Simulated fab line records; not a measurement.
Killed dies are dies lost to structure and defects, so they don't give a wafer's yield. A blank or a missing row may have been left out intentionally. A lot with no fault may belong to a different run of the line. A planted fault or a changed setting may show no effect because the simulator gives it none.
Which tool did it? -- flow ritCmos -- 14 lots with 42 wafers sampled at 2 steps, on a route of 202 steps

WHAT THE GAUGES SHOWED, per wafer
RIT_M1_CD_MEAS_90: the cd target is 2600 nm. Usual: cdNm 2602.0 nm, standard deviation 2.6.
lot,measured,on,cdNm (nm),flag
L154,day 3 08:28,cdSem-01,2603.4 2605.6 2603.2,
L155,day 3 12:18,cdSem-01,2604.5 2597.6 2602.2,
L156,day 3 17:56,cdSem-01,2604.4 2607.4 2604.0,
L157,day 3 22:53,cdSem-01,2599.2 2599.3 2599.9,
L158,day 4 04:49,cdSem-01,2597.8 2602.0 2598.9,
L159,day 4 12:28,cdSem-01,2600.8 2601.3 2603.2,
L160,day 4 14:02,cdSem-01,2601.9 2600.0 2600.4,
L161,day 4 18:43,cdSem-01,2600.0 2602.6 2602.3,
L162,day 5 02:33,cdSem-01,2599.2 2597.1 2600.1,
L167,day 6 05:31,cdSem-01,2590.8 2599.9 2593.7,
L170,day 6 16:24,cdSem-01,2604.6 2595.3 2597.4,
L174,day 7 12:13,cdSem-01,2600.7 2605.0 2601.6,
L175,day 7 15:37,cdSem-01,2599.9 2601.9 2603.8,
L177,day 8 03:19,cdSem-02,2606.9 2605.8 2605.9,

WHAT TOOL EACH LOT RAN ON (gives the tool, then ch and the chambers of the sampled wafers, and finally the start)
lot,RIT_M1_METAL_ETCH_12
L154,"rieMetal-04 ch 0,1, day 3 07:57"
L155,"rieMetal-02 ch 0,1, day 3 11:44"
L156,"rieMetal-01 ch 0,1, day 3 17:26"
L157,"rieMetal-04 ch 0,1, day 3 22:19"
L158,"rieMetal-02 ch 0,1, day 4 04:18"
L159,"rieMetal-01 ch 1, day 4 11:56"
L160,"rieMetal-04 ch 0, day 4 13:26"
L161,"rieMetal-02 ch 0,1, day 4 18:12"
L162,"rieMetal-01 ch 0,1, day 5 02:01"
L167,"rieMetal-02 ch 0,1, day 6 05:00"
L170,"rieMetal-02 ch 0,1, day 6 15:43"
L174,"rieMetal-04 ch 0,1, day 7 11:43"
L175,"rieMetal-01 ch 0,1, day 7 15:07"
L177,"rieMetal-04 ch 0,1, day 8 02:49"
- RIT_M1_METAL_ETCH_12: etches Al in Cl2/BCl3, stops on SiO2, time 165 s, target depth 600 nm.

WHAT THE TOOLS THEMSELVES READ (means of the sampled wafers that have a number; where no wafer has one, the mark that the record gives instead)
RIT_M1_METAL_ETCH_12. Usual: drypumpMotorCurrentA 5.6 A, standard deviation 0.61; oesProductAu 0.769 a.u., standard deviation 0.01; rfFwdPowerW 249.1 W, standard deviation 0.73; throttleValvePct 8.32 %, standard deviation 0.067.
lot,tool,drypumpMotorCurrentA (A),oesProductAu (a.u.),rfFwdPowerW (W),throttleValvePct (%),flag
L154,rieMetal-04,5.2,0.774,248.7,8.40,
L155,rieMetal-02,5.3,0.753,249.1,8.26,
L156,rieMetal-01,6.4,0.773,248.1,8.31,
L157,rieMetal-04,5.2,0.771,249.3,8.41,
L158,rieMetal-02,5.3,0.761,248.5,8.26,
L159,rieMetal-01,6.7,0.767,249.2,8.27,
L160,rieMetal-04,5.3,0.781,249.5,8.45,
L161,rieMetal-02,5.2,0.769,249.5,8.27,
L162,rieMetal-01,6.4,0.774,249.7,8.31,
L167,rieMetal-02,5.2,0.766,268.4,8.26,OFF
L170,rieMetal-02,5.2,0.769,269.3,8.26,OFF
L174,rieMetal-04,5.2,0.787,250.0,8.39,
L175,rieMetal-01,6.6,0.775,249.1,8.29,
L177,rieMetal-04,5.2,0.769,249.2,8.37,

THE ANSWER, worked out from the rows above alone
Rule: a lot is off if the mean of its wafers that have a number lies more than 3 standard deviations from the usual mean. Also off: a lot with no number at a reading for which 4 or more lots have one. Where the step has rows for the other lots, those lots are counted as sound. The gauges are gone through in route order, then the tools' own readings, and for those a lot's mean is taken as printed above. The first step at which some lot is off is used, and at that step the reading that is off furthest; a lot without a number counts as furthest.
Off: L167, L170, at RIT_M1_METAL_ETCH_12 (rfFwdPowerW).
A tool fits if, at that step or a process step before it, it ran every lot that is off, and no sound lot after the first of them. One candidate fits, namely rieMetal-02 at RIT_M1_METAL_ETCH_12. Its last sound lot is L161 (day 4 18:12), its first lot that is off L167 (day 6 05:00): a fault that began between those two fits.
On the lots that are off, the tool's own readings at RIT_M1_METAL_ETCH_12 differ by more than 5 times the standard deviation of the sound lots' means, which bears it out; rfFwdPowerW reads 268.9 W there versus 249.2 W on the sound lots.

WHAT THE SIMULATOR HAD PUT IN
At RIT_M1_METAL_ETCH_12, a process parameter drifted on rieMetal-02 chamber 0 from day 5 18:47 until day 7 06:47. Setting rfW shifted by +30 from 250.
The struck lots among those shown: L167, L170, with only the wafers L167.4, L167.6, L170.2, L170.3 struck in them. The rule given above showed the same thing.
